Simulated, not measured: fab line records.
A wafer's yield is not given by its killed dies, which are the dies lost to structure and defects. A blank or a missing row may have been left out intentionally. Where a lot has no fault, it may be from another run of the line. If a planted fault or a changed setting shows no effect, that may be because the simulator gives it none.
Chamber matching | flow berkeleyCmos170 | 4 sister chambers for UCB170_V2_CMP_02 on cmp-02
The step polishes SiO2. 4 wafers are shown with their chamber, then 7 later ones without.

== WAFERS PAIRED WITH THEIR CHAMBERS ==
wafer  | chamber | motorCurrentA (A)
L397.2 | 2       | 15.7
L401.4 | 3       | 14.1
L412.2 | 1       | 13.6
L412.3 | 0       | 18.2

== WAFERS MISSING THEIR CHAMBER ==
wafer  | motorCurrentA (A)
L412.6 | 16.7
L418.2 | 13.9
L418.4 | 18.1
L418.6 | 13.1
L419.3 | 16.6
L419.4 | 17.5
L419.6 | 18.0

== EACH ONE'S CHAMBER ==
wafer  | from the rows above     | in truth
L412.6 | can't be placed: 2 or 0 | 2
L418.2 | can't be placed: 3 or 1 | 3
L418.4 | 0                       | 0
L418.6 | can't be placed: 1 or 3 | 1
L419.3 | can't be placed: 2 or 0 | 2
L419.4 | can't be placed: 0 or 2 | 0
L419.6 | 0                       | 0
Correctly placed: 2 of 7. Cannot be placed on the basis of these rows: 5; the candidates contain the true chamber in 5. Placed wrongly: 0.
How it was worked out, from the rows above alone: a wafer's distance from a chamber is the root of the sum, over the readings, of the square of ((its reading less the chamber's mean) divided by the reading's scatter). The wafer belongs to the nearest chamber; if the next one is less than 2 further off, it can't be placed. The mean given for a chamber averages the wafers shown for that chamber. The scatter (one wafer shown for each chamber): square how far every hidden wafer sits from the nearest shown wafer, average those squares and take the square root.
